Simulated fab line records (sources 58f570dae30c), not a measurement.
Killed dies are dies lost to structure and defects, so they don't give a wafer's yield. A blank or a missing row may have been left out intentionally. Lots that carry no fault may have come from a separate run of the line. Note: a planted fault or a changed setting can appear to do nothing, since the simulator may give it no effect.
fab line records | flow berkeley_cmos170
record: lots: 24 wafers: 72 last_day: 13
route steps=331 shown ACTIVE@76 BACKSIDE@202 NSD@207 M2@278 V2@294
lots that met no fault: from a run of the same line without faults
start_h: hours from the record's first day to the start of the lot's first wafer shown | wait_h: how many hours have passed since the lot's step before this one | " same as the row above | L1.1+2: a single row standing in for several wafers | - value missing, or start not given | * or withheld: withheld | < > ~ a bound
route shown NAME@n: NAME is a module with steps in the file, n the number in the route of the first one | usual: average and standard deviation across the fault-free wafers | same: alike in all rows | chamber/n: place in a boat | sites: readings site by site | _std_site: the standard deviation of these | _edge_site: inner sites' mean taken away from outer sites' mean | radius_mm: how far each site lies from the wafer's centre | mask NAME#n: copy n | behind: the most recent tool/chamber to have shaped the wafer | hold: why the lot went on hold/how many hours it stayed there/how the hold came to an end | device: names the non-switching transistor (n, p or np) | end of line: the same wafers' tests at the end of the route | where a step has no rows: the recipe by itself | killed: at the first sort, the dies lost to defects and structure; wafer yield is something else | map: per-die view of a wafer (x killed, . not killed, _ where there is no die)
set.NAME: setting as actually run; set.NAME@STEP: the setting as run at that earlier step | model.NAME: the simulator's own value behind a step, which no gauge read
route steps across a sampled set of lots; one table per step, one row per wafer
services: when a tool's chamber went out of use (start_h, in hours from the record's first day, below 0 if earlier), for how many hours, and the reason
== steps ==
step: UCB170_ACTIVE_STRIP_16
recipe: chemistry: O2 power_w: 400 pressure_mtorr: 3500 platen_temp_c: withheld o2_flow_sccm: 400 overash_fraction: 0.5
usual: drypump_motor_current_A: 5.8/0.38 oes_product_au: 0.721/0.005 strip_time_to_endpoint_s: 18.07/0.1
columns lot.wafer tool chamber start_h wait_h drypump_motor_current_A oes_product_au rf_hours_counter_h strip_time_to_endpoint_s
L074.2 plasma_asher-01 1 93.90 0.1 6.4 0.721 35 18.18
L074.3 " 0 " " 5.3 0.722 - 18.14
L074.6 " 1 " " 6.4 0.712 - 18.24
L076.1 plasma_asher-03 1 100.58 0.1 5.6 0.724 30 18.14
L076.2 " 0 " " 6.1 0.712 30 18.07
L076.6 " 0 " " 6.0 0.726 - 18.09
L075.1 plasma_asher-02 0 105.96 0.1 5.4 0.725 38 18.12
L075.2 " 1 " " 5.9 0.724 38 18.12
L075.5 " 1 " " 5.9 0.716 - 18.16
L077.1 plasma_asher-03 0 106.22 0.1 6.0 0.726 31 17.99
L077.2 " 1 " " 5.6 0.722 31 18.02
L077.3 " 1 " " 5.6 0.730 - 18.06
L078.1 plasma_asher-01 0 134.54 0.1 5.3 0.726 2 18.10
L078.2 " 1 " " 6.4 0.722 2 18.18
L078.5 " 1 " " 6.4 0.725 - 18.13
L079.4 plasma_asher-03 1 134.69 0.0 5.6 0.728 - 18.18
L079.5 " 0 " " 6.0 0.724 - 18.01
L079.6 " 1 " " 5.6 0.716 - 18.22
L081.1 plasma_asher-02 1 134.90 0.1 5.9 0.726 41 17.99
L081.5 " 0 " " 5.5 0.718 - 17.93
L081.6 " 1 " " 5.9 0.725 - 18.05
L080.1 plasma_asher-01 1 135.14 0.1 6.4 0.714 2 18.15
L080.2 " 0 " " 5.3 0.725 2 18.23
L080.4 " 1 " " 6.4 0.728 - 18.20
L083.2 plasma_asher-03 1 143.41 0.1 5.6 0.722 36 18.13
L083.4 " 1 " " 5.7 0.714 - 18.00
L083.6 " 1 " " 5.6 0.718 - 18.13
L082.1 plasma_asher-02 1 143.88 0.1 5.9 0.722 42 18.13
L082.3 " 1 " " 5.9 0.732 - 18.02
L082.5 " 1 " " 5.9 0.724 - 18.13
L085.1 plasma_asher-02 0 150.30 0.1 5.4 0.718 44 18.07
L085.4 " 0 " " 5.4 0.720 - 18.12
L085.5 " 1 " " 5.9 0.720 - 18.09
L084.1 plasma_asher-01 1 150.56 0.1 6.4 0.719 4 18.03
L084.2 " 0 " " 5.3 0.709 4 18.02
L084.3 " 1 " " 6.4 0.719 - 18.02
L086.3 plasma_asher-03 1 161.28 0.1 5.6 0.723 - 18.07
L086.4 " 0 " " 6.0 0.720 - 17.92
L086.6 " 1 " " 5.6 0.724 - 18.11
L087.2 plasma_asher-01 1 161.52 0.1 6.4 0.725 6 18.20
L087.3 " 0 " " 5.3 0.723 - 18.12
L087.5 " 1 " " 6.3 0.718 - 18.29
L088.1 plasma_asher-03 1 161.72 0.1 5.6 0.717 39 17.98
L088.4 " 0 " " 6.0 0.712 - 17.93
L088.6 " 0 " " 6.0 0.727 - 18.03
L089.1 plasma_asher-03 0 176.92 0.1 6.0 0.726 41 17.96
L089.2 " 1 " " 5.6 0.721 41 18.00
L089.3 " 0 " " 6.0 0.717 - 18.04
L090.2 plasma_asher-01 1 177.06 0.1 6.4 0.721 9 18.11
L090.4 " 0 " " 5.3 0.714 - 18.07
L090.6 " 0 " " 5.3 0.721 - 18.12
L091.1 plasma_asher-03 0 186.39 0.1 6.1 0.717 42 17.97
L091.2 " 1 " " 5.6 0.724 42 18.14
L091.5 " 0 " " 6.0 0.724 - 18.08
L092.2 plasma_asher-01 0 186.64 0.1 5.3 0.719 10 17.99
L092.3 " 0 " " 5.3 0.720 - 18.04
L092.5 " 1 " " 6.4 0.720 - 17.99
L096.1 plasma_asher-01 0 203.74 0.1 5.3 0.713 11 18.13
L096.3 " 1 " " 6.4 0.713 - 18.25
L096.5 " 0 " " 5.3 0.720 - 18.13
L095.3 plasma_asher-02 1 203.78 0.1 5.9 0.726 - 18.03
L095.4 " 0 " " 5.5 0.728 - 18.10
L095.5 " 1 " " 5.9 0.726 - 17.92
L093.3 plasma_asher-02 0 204.05 0.1 5.5 0.715 - 18.01
L093.4 " 1 " " 5.9 0.719 - 18.00
L093.5 " 1 " " 5.9 0.723 - 18.04
L097.1 plasma_asher-01 1 204.26 0.1 6.4 0.721 11 17.86
L097.4 " 0 " " 5.3 0.723 - 17.84
L097.5 " 1 " " 6.4 0.720 - 17.80
L094.1 plasma_asher-03 1 204.29 0.1 5.6 0.719 43 18.05
L094.3 " 0 " " 6.0 0.732 - 18.16
L094.6 " 0 " " 6.0 0.722 - 18.31
step: UCB170_BACKSIDE_STRIP_03
recipe: chemistry: O2 power_w: 400 pressure_mtorr: 3500 platen_temp_c: withheld o2_flow_sccm: 400 overash_fraction: 0.5
usual: drypump_motor_current_A: 5.6/0.41 oes_product_au: 0.735/0.0047 strip_time_to_endpoint_s: 22.02/0.066
columns lot.wafer tool chamber start_h wait_h drypump_motor_current_A oes_product_au rf_hours_counter_h strip_time_to_endpoint_s
L075.1 plasma_asher-02 0 170.98 0.1 5.4 0.726 47 22.09
L075.2 " 1 " " 5.9 0.737 47 22.09
L075.5 " 0 " " 5.4 0.732 - 22.17
L076.1 plasma_asher-01 1 170.98 0.1 6.4 0.737 8 22.09
L076.2 " 0 " " 5.3 0.732 8 22.08
L076.6 " 0 " " 5.3 0.732 - 22.10
L074.2 plasma_asher-02 0 171.44 0.1 5.4 0.733 47 21.94
L074.3 " 0 " " 5.5 0.740 - 21.95
L074.6 " 1 " " 5.9 0.738 - 21.98
L077.1 plasma_asher-01 0 171.88 0.1 5.3 0.731 8 22.00
L077.2 " 1 " " 6.4 0.729 8 22.00
L077.3 " 1 " " 6.4 0.731 - 21.95
L081.1 plasma_asher-02 0 212.26 0.1 5.5 0.732 51 22.04
L081.5 " 1 " " 5.9 0.733 - 22.04
L081.6 " 0 " " 5.5 0.731 - 22.00
L080.1 plasma_asher-02 0 212.55 0.1 5.4 0.736 52 21.98
L080.2 " 1 " " 5.9 0.741 52 21.98
L080.4 " 1 " " 5.9 0.744 - 21.96
L078.1 plasma_asher-04 1 212.67 0.1 5.1 0.732 41 22.08
L078.2 " 0 " " 5.6 0.736 41 22.03
L078.5 " 0 " " 5.7 0.732 - 22.07
L079.4 plasma_asher-04 1 213.04 0.1 5.1 0.743 - 21.98
L079.5 " 0 " " 5.7 0.728 - 22.01
L079.6 " 1 " " 5.1 0.737 - 21.95
L082.1 plasma_asher-01 1 218.12 0.1 6.4 0.730 12 21.97
L082.3 " 0 " " 5.3 0.740 - 21.89
L082.5 " 0 " " 5.3 0.749 - 21.94
L083.2 plasma_asher-04 1 218.57 0.1 5.1 0.738 41 21.97
L083.4 " 1 " " 5.1 0.734 - 22.01
L083.6 " 1 " " 5.1 0.736 - 22.00
L085.1 plasma_asher-01 1 227.95 0.1 6.4 0.728 13 21.93
L085.4 " 0 " " 5.3 0.733 - 21.93
L085.5 " 0 " " 5.3 0.741 - 21.99
L084.1 plasma_asher-04 0 228.14 0.1 5.6 0.734 43 21.97
L084.2 " 1 " " 5.1 0.732 43 21.93
L084.3 " 1 " " 5.1 0.744 - 22.04
L087.2 plasma_asher-01 0 245.75 0.1 5.3 0.735 15 22.03
L087.3 " 0 " " 5.3 0.734 - 21.95
L087.5 " 0 " " 5.3 0.739 - 21.94
L088.1 plasma_asher-02 1 246.66 0.1 5.9 0.741 55 22.01
L088.4 " 1 " " 5.9 0.739 - 22.06
L088.6 " 1 " " 5.9 0.738 - 22.01
L086.3 plasma_asher-01 1 246.96 0.1 6.4 0.731 - 22.05
L086.4 " 0 " " 5.3 0.733 - 22.01
L086.6 " 0 " " 5.3 0.728 - 21.99
L089.1 plasma_asher-02 0 259.76 0.1 5.5 0.735 57 22.04
L089.2 " 1 " " 5.9 0.731 57 21.99
L089.3 " 1 " " 5.9 0.730 - 21.99
L090.2 plasma_asher-02 1 260.06 0.1 5.9 0.739 58 22.11
L090.4 " 1 " " 5.9 0.731 - 22.04
L090.6 " 0 " " 5.4 0.725 - 22.10
L091.1 plasma_asher-04 0 264.69 0.1 5.6 0.733 46 22.16
L091.2 " 1 " " 5.1 0.734 46 22.14
L091.5 " 1 " " 5.1 0.730 - 22.14
L092.2 plasma_asher-04 1 266.32 0.1 5.1 0.733 46 22.07
L092.3 " 1 " " 5.1 0.738 - 22.08
L092.5 " 0 " " 5.7 0.736 - 22.12
L093.3 plasma_asher-02 0 279.69 0.1 5.4 0.736 - 22.05
L093.4 " 1 " " 5.9 0.732 - 21.98
L093.5 " 0 " " 5.4 0.743 - 22.03
L095.3 plasma_asher-01 1 282.49 0.1 6.4 0.735 - 22.13
L095.4 " 0 " " 5.3 0.733 - 22.10
L095.5 " 0 " " 5.3 0.736 - 22.12
L094.1 plasma_asher-02 1 282.87 0.1 5.9 0.729 60 22.00
L094.3 " 1 " " 5.9 0.739 - 22.03
L094.6 " 0 " " 5.4 0.739 - 22.04
L096.1 plasma_asher-04 1 283.01 0.1 5.1 0.738 48 21.98
L096.3 " 1 " " 5.1 0.726 - 21.95
L096.5 " 0 " " 5.7 0.733 - 21.94
L097.1 plasma_asher-02 0 283.32 0.1 5.5 0.728 60 21.98
L097.4 " 0 " " 5.4 0.732 - 22.09
L097.5 " 0 " " 5.5 0.740 - 22.07
step: UCB170_SDANNEAL_RS_MEAS_03
recipe: thk_meas_gauge: four-point-probe
usual: NSD_RS: 37.29/0.074
columns lot.wafer tool chamber start_h wait_h NSD_RS[ohm/sq]
L075.1 film_metro-03 - 171.52 0.1 37.24
L075.2 " - " " 37.41
L075.5 " - " " 37.22
L076.1 film_metro-01 - 171.64 0.1 37.20
L076.2 " - " " 37.25
L076.6 " - " " 37.27
L074.2 film_metro-01 - 172.30 0.1 37.30
L074.3 " - " " 37.28
L074.6 " - " " 37.33
L077.1 film_metro-03 - 172.54 0.1 37.38
L077.2 " - " " 37.27
L077.3 " - " " 37.37
L081.1 film_metro-03 - 212.78 0.1 37.08
L081.5 " - " " 37.16
L081.6 " - " " 37.11
L080.1 film_metro-02 - 213.07 0.1 37.30
L080.2 " - " " 37.34
L080.4 " - " " 37.30
L078.1 film_metro-01 - 213.25 0.1 37.34
L078.2 " - " " 37.35
L078.5 " - " " 37.29
L079.4 film_metro-02 - 213.73 0.1 37.37
L079.5 " - " " 37.34
L079.6 " - " " 37.33
L082.1 film_metro-01 - 218.65 0.1 37.34
L082.3 " - " " 37.33
L082.5 " - " " 37.32
L083.2 film_metro-03 - 219.11 0.1 37.27
L083.4 " - " " 37.14
L083.6 " - " " 37.19
L085.1 film_metro-03 - 228.47 0.1 37.31
L085.4 " - " " 37.34
L085.5 " - " " 37.27
L084.1 film_metro-01 - 228.66 0.1 37.27
L084.2 " - " " 37.20
L084.3 " - " " 37.29
L087.2 film_metro-01 - 246.29 0.1 37.35
L087.3 " - " " 37.29
L087.5 " - " " 37.30
L088.1 film_metro-02 - 247.22 0.1 37.31
L088.4 " - " " 37.23
L088.6 " - " " 37.25
L086.3 film_metro-01 - 247.48 0.1 37.15
L086.4 " - " " 37.21
L086.6 " - " " 37.37
L089.1 film_metro-02 - 260.28 0.1 37.22
L089.2 " - " " 37.31
L089.3 " - " " 37.14
L090.2 film_metro-01 - 260.60 0.1 37.35
L090.4 " - " " 37.38
L090.6 " - " " 37.28
L091.1 film_metro-01 - 265.23 0.1 37.37
L091.2 " - " " 37.30
L091.5 " - " " 37.29
L092.2 film_metro-02 - 266.86 0.1 37.10
L092.3 " - " " 37.23
L092.5 " - " " 37.29
L093.3 film_metro-02 - 280.41 0.1 37.26
L093.4 " - " " 37.25
L093.5 " - " " 37.18
L095.3 film_metro-03 - 283.19 0.1 37.30
L095.4 " - " " 37.26
L095.5 " - " " 37.37
L094.1 film_metro-01 - 283.41 0.1 37.30
L094.3 " - " " 37.24
L094.6 " - " " 37.29
L096.1 film_metro-02 - 283.59 0.1 37.27
L096.3 " - " " 37.27
L096.5 " - " " 37.26
L097.1 film_metro-03 - 283.86 0.1 37.28
L097.4 " - " " 37.40
L097.5 " - " " 37.45
step: UCB170_M2_STRIP_07
recipe: chemistry: O2 power_w: 400 pressure_mtorr: 3500 platen_temp_c: withheld o2_flow_sccm: 400 overash_fraction: 0.5
usual: drypump_motor_current_A: 5.6/0.43 oes_product_au: 0.735/0.0046 strip_time_to_endpoint_s: 21.99/0.075
columns lot.wafer tool chamber start_h wait_h drypump_motor_current_A oes_product_au rf_hours_counter_h strip_time_to_endpoint_s
L075.1 plasma_asher-04 0 183.63 0.1 5.7 0.741 38 22.11
L075.2 " 1 " " 5.1 0.731 38 22.15
L075.5 " 0 " " 5.7 0.727 - 22.12
L076.1 plasma_asher-04 1 185.24 0.1 5.1 0.735 38 21.85
L076.2 " 0 " " 5.7 0.734 38 21.85
L076.6 " 1 " " 5.1 0.735 - 21.83
L074.2 plasma_asher-04 0 186.51 0.1 5.7 0.740 38 21.99
L074.3 " 1 " " 5.1 0.738 - 22.01
L074.6 " 0 " " 5.7 0.731 - 22.02
L077.1 plasma_asher-02 0 186.86 0.1 5.4 0.733 49 22.00
L077.2 " 1 " " 5.9 0.734 49 22.01
L077.3 " 1 " " 5.9 0.731 - 21.97
L080.1 plasma_asher-04 1 239.76 0.1 5.1 0.741 43 21.90
L080.2 " 0 " " 5.7 0.734 43 21.92
L080.4 " 1 " " 5.1 0.736 - 21.97
L081.1 plasma_asher-01 0 240.21 0.1 5.3 0.734 14 21.92
L081.5 " 0 " " 5.3 0.735 - 21.94
L081.6 " 1 " " 6.4 0.736 - 21.97
L078.1 plasma_asher-01 1 240.66 0.1 6.4 0.733 14 22.02
L078.2 " 0 " " 5.3 0.734 14 22.03
L078.5 " 0 " " 5.3 0.731 - 21.98
L082.1 plasma_asher-02 0 240.68 0.1 5.5 0.740 54 22.12
L082.3 " 1 " " 5.9 0.736 - 22.08
L082.5 " 0 " " 5.5 0.737 - 22.11
L079.4 plasma_asher-01 1 241.15 0.1 6.4 0.741 - 21.99
L079.5 " 1 " " 6.4 0.729 - 22.05
L079.6 " 0 " " 5.3 0.734 - 21.96
L083.2 plasma_asher-01 1 241.84 0.1 6.4 0.735 14 21.91
L083.4 " 0 " " 5.3 0.736 - 21.95
L083.6 " 0 " " 5.3 0.731 - 22.02
L085.1 plasma_asher-02 0 242.00 0.1 5.4 0.735 55 22.04
L085.4 " 1 " " 5.9 0.737 - 22.08
L085.5 " 0 " " 5.5 0.722 - 22.03
L084.1 plasma_asher-02 1 245.30 0.1 5.9 0.731 55 22.01
L084.2 " 0 " " 5.4 0.729 55 21.96
L084.3 " 1 " " 5.9 0.740 - 22.04
L087.2 plasma_asher-04 1 263.46 0.1 5.0 0.732 46 22.02
L087.3 " 0 " " 5.7 0.729 - 22.03
L087.5 " 0 " " 5.7 0.724 - 22.05
L086.3 plasma_asher-01 1 266.29 0.1 6.4 0.733 - 21.91
L086.4 " 0 " " 5.3 0.734 - 21.86
L086.6 " 0 " " 5.3 0.734 - 21.84
L088.1 plasma_asher-04 0 266.82 0.1 5.7 0.736 46 21.89
L088.4 " 1 " " 5.1 0.728 - 21.92
L088.6 " 1 " " 5.1 0.734 - 21.91
L089.1 plasma_asher-04 0 275.21 0.1 5.6 0.736 47 21.98
L089.2 " 1 " " 5.1 0.736 47 21.93
L089.3 " 0 " " 5.6 0.738 - 21.98
L090.2 plasma_asher-01 0 279.95 0.1 5.3 0.734 20 21.89
L090.4 " 1 " " 6.4 0.738 - 21.92
L090.6 " 0 " " 5.3 0.734 - 21.91
L091.1 plasma_asher-01 0 283.18 0.1 5.3 0.733 20 22.09
L091.2 " 1 " " 6.4 0.727 20 22.13
L091.5 " 0 " " 5.3 0.740 - 22.10
L092.2 plasma_asher-01 0 285.03 0.1 5.3 0.743 21 22.03
L092.3 " 0 " " 5.3 0.741 - 22.02
L092.5 " 0 " " 5.3 0.725 - 21.99
L093.3 plasma_asher-04 0 292.78 0.1 5.7 0.741 - 22.05
L093.4 " 1 " " 5.1 0.737 - 22.08
L093.5 " 0 " " 5.6 0.741 - 22.01
L095.3 plasma_asher-04 1 295.75 0.1 5.1 0.732 - 22.09
L095.4 " 0 " " 5.6 0.744 - 22.10
L095.5 " 1 " " 5.1 0.731 - 22.11
L094.1 plasma_asher-02 0 297.79 0.1 5.4 0.740 63 22.05
L094.3 " 1 " " 5.9 0.733 - 22.06
L094.6 " 0 " " 5.5 0.735 - 22.05
L097.1 plasma_asher-02 1 299.07 0.1 5.9 0.732 63 21.99
L097.4 " 1 " " 5.9 0.740 - 21.98
L097.5 " 0 " " 5.4 0.734 - 21.96
L096.1 plasma_asher-02 1 299.41 0.1 5.9 0.727 63 22.02
L096.3 " 1 " " 5.9 0.737 - 22.02
L096.5 " 0 " " 5.4 0.723 - 22.00
step: UCB170_V2_CMP_02
recipe: material: SiO2 down_force_psi: 6 platen_rpm: 60 pad_velocity_m_s: 0.75398
usual: motor_current_A: 17.1/1.5
columns lot.wafer tool chamber start_h wait_h motor_current_A
L075.1 cmp-02 1 185.63 0.1 16.4
L075.2 " 0 " " 19.5
L075.5 " 1 " " 16.5
L076.1 cmp-01 0 187.28 0.1 14.0
L076.2 " 2 " " 16.7
L076.6 " 3 " " 16.6
L074.3 cmp-02 3 188.86 0.0 18.3
L074.2 " 1 " " 15.9
L074.6 " 0 " " 19.7
L077.1 cmp-02 0 189.25 0.1 19.1
L077.2 " 1 " " 16.7
L077.3 " 3 " " 17.8
L080.1 cmp-02 0 243.13 0.1 19.0
L080.4 " 1 " " 16.8
L080.2 " 2 " " 16.4
L081.1 cmp-02 3 243.58 0.2 19.0
L081.5 " 0 " " 19.3
L081.6 " 1 " " 17.0
L078.2 cmp-02 0 243.78 0.3 19.4
L078.1 " 1 " " 15.6
L078.5 " 3 " " 17.3
L082.1 cmp-02 0 244.23 0.1 19.0
L082.3 " 3 " " 17.1
L082.5 " 0 " " 19.4
L079.4 cmp-02 2 245.08 0.1 16.0
L079.6 " 1 " " 16.0
L079.5 " 2 " " 15.9
L085.4 cmp-02 0 245.39 0.0 19.2
L085.1 " 3 " " 18.1
L085.5 " 0 " " 19.2
L083.2 cmp-02 1 245.79 0.3 15.7
L083.4 " 2 " " 16.3
L083.6 " 3 " " 18.6
L084.1 cmp-02 2 250.82 0.1 17.4
L084.2 " 0 " " 19.3
L084.3 " 1 " " 15.9
L087.3 cmp-01 1 266.97 0.1 18.4
L087.2 " 3 " " 15.7
L087.5 " 0 " " 15.3
L086.3 cmp-02 0 269.36 0.1 18.2
L086.4 " 1 " " 15.9
L086.6 " 0 " " 19.2
L088.1 cmp-01 0 269.52 0.1 14.1
L088.4 " 2 " " 17.0
L088.6 " 3 " " 16.5
L089.3 cmp-02 1 279.23 0.0 15.1
L089.1 " 2 " " 15.8
L089.2 " 3 " " 18.0
L090.4 cmp-01 2 282.38 0.0 16.0
L090.2 " 3 " " 16.6
L090.6 " 2 " " 17.2
L091.1 cmp-02 2 285.60 0.1 16.2
L091.2 " 3 " " 18.2
L091.5 " 0 " " 19.3
L092.3 cmp-01 1 287.18 0.0 17.5
L092.2 " 3 " " 15.9
L092.5 " 1 " " 17.6
L093.3 cmp-01 3 295.11 0.1 16.2
L093.4 " 0 " " 15.2
L093.5 " 3 " " 15.9
L095.4 cmp-02 2 298.26 0.1 15.8
L095.3 " 3 " " 16.8
L095.5 " 1 " " 16.3
L094.1 cmp-02 0 300.07 0.1 19.5
L094.3 " 1 " " 16.6
L094.6 " 2 " " 16.7
L097.1 cmp-01 1 301.35 0.2 18.3
L097.4 " 2 " " 16.2
L097.5 " 0 " " 14.4
L096.3 cmp-02 2 301.73 0.1 16.7
L096.1 " 0 " " 19.8
L096.5 " 1 " " 16.3
step: UCB170_V2_THK_MEAS_04
recipe: reads: SiO2_of_V2_CVD_00
usual: V2_POLISHED_THK: 1000.3/1.4
columns lot.wafer tool chamber start_h wait_h V2_POLISHED_THK[nm]
L075.1 film_metro-04 - 186.05 0.1 1001.7
L075.2 " - " " 999.1
L075.5 " - " " 1000.8
L076.1 film_metro-04 - 187.65 0.1 999.5
L076.2 " - " " 997.9
L076.6 " - " " 1000.1
L074.2 film_metro-01 - 189.29 0.1 1000.8
L074.3 " - " " 1000.0
L074.6 " - " " 998.1
L077.1 film_metro-01 - 189.67 0.1 1000.9
L077.2 " - " " 1002.5
L077.3 " - " " 1001.4
L080.1 film_metro-04 - 243.55 0.1 999.5
L080.2 " - " " 1001.6
L080.4 " - " " 999.9
L081.1 film_metro-01 - 243.85 0.1 999.7
L081.5 " - " " 998.8
L081.6 " - " " 999.7
L078.1 film_metro-01 - 244.15 0.1 1001.2
L078.2 " - " " 1001.2
L078.5 " - " " 1000.5
L082.1 film_metro-04 - 244.65 0.1 1000.5
L082.3 " - " " 1001.4
L082.5 " - " " 1000.0
L079.4 film_metro-03 - 245.48 0.1 1001.1
L079.5 " - " " 1001.3
L079.6 " - " " 1001.0
L085.1 film_metro-03 - 245.81 0.1 1000.7
L085.4 " - " " 1000.4
L085.5 " - " " 998.6
L083.2 film_metro-03 - 246.12 0.1 1002.6
L083.4 " - " " 1001.9
L083.6 " - " " 1001.5
L084.1 film_metro-01 - 251.24 0.1 1000.7
L084.2 " - " " 998.1
L084.3 " - " " 999.2
L087.2 film_metro-03 - 267.35 0.1 1000.5
L087.3 " - " " 997.5
L087.5 " - " " 999.3
L086.3 film_metro-04 - 269.75 0.1 999.1
L086.4 " - " " 1001.9
L086.6 " - " " 1001.1
L088.1 film_metro-01 - 269.89 0.1 999.0
L088.4 " - " " 999.6
L088.6 " - " " 1000.5
L089.1 film_metro-04 - 279.65 0.1 1000.5
L089.2 " - " " 1000.9
L089.3 " - " " 999.3
L090.2 film_metro-04 - 282.81 0.1 1000.0
L090.4 " - " " 997.8
L090.6 " - " " 996.0
L091.1 film_metro-04 - 285.92 0.1 1001.7
L091.2 " - " " 1001.0
L091.5 " - " " 998.5
L092.2 film_metro-01 - 287.61 0.1 1000.7
L092.3 " - " " 1001.3
L092.5 " - " " 1000.2
L093.3 film_metro-01 - 295.50 0.1 1000.8
L093.4 " - " " 999.2
L093.5 " - " " 999.9
L095.3 film_metro-03 - 298.60 0.1 1002.1
L095.4 " - " " 1004.2
L095.5 " - " " 1000.5
L094.1 film_metro-04 - 300.39 0.1 1000.4
L094.3 " - " " 1001.9
L094.6 " - " " 1002.5
L097.1 film_metro-03 - 301.67 0.1 998.2
L097.4 " - " " 996.5
L097.5 " - " " 998.7
L096.1 film_metro-01 - 302.10 0.1 999.2
L096.3 " - " " 1000.7
L096.5 " - " " 999.7
== services ==
columns tool chamber start_h hours kind
cmp-02 - 73.23 2.8 repair
cmp-01 - 88.12 1.3 repair
plasma_asher-01 - 108.75 9.0 pm
cmp-02 - 114.74 0.3 repair
plasma_asher-02 - 120.48 2.7 repair
cmp-01 - 122.01 4.0 repair
plasma_asher-04 - 126.46 2.8 pm
plasma_asher-04 - 129.36 31.9 repair
plasma_asher-04 - 131.30 2.7 repair
cmp-01 - 155.04 8.3 repair
plasma_asher-04 - 168.81 3.6 repair
cmp-01 - 170.71 9.3 pm
plasma_asher-04 - 172.44 4.7 repair
cmp-01 - 189.11 2.6 repair
cmp-01 - 198.97 0.2 repair
plasma_asher-03 - 207.39 14.6 pm
cmp-01 - 232.00 4.0 pm
plasma_asher-03 - 233.25 1.2 repair
cmp-01 - 234.64 1.4 repair
plasma_asher-01 - 236.83 0.4 repair
cmp-01 - 236.96 14.5 pm
plasma_asher-04 - 244.08 7.6 repair
cmp-01 - 262.08 1.2 repair
plasma_asher-03 - 301.85 4.0 repair
== key ==
fault none
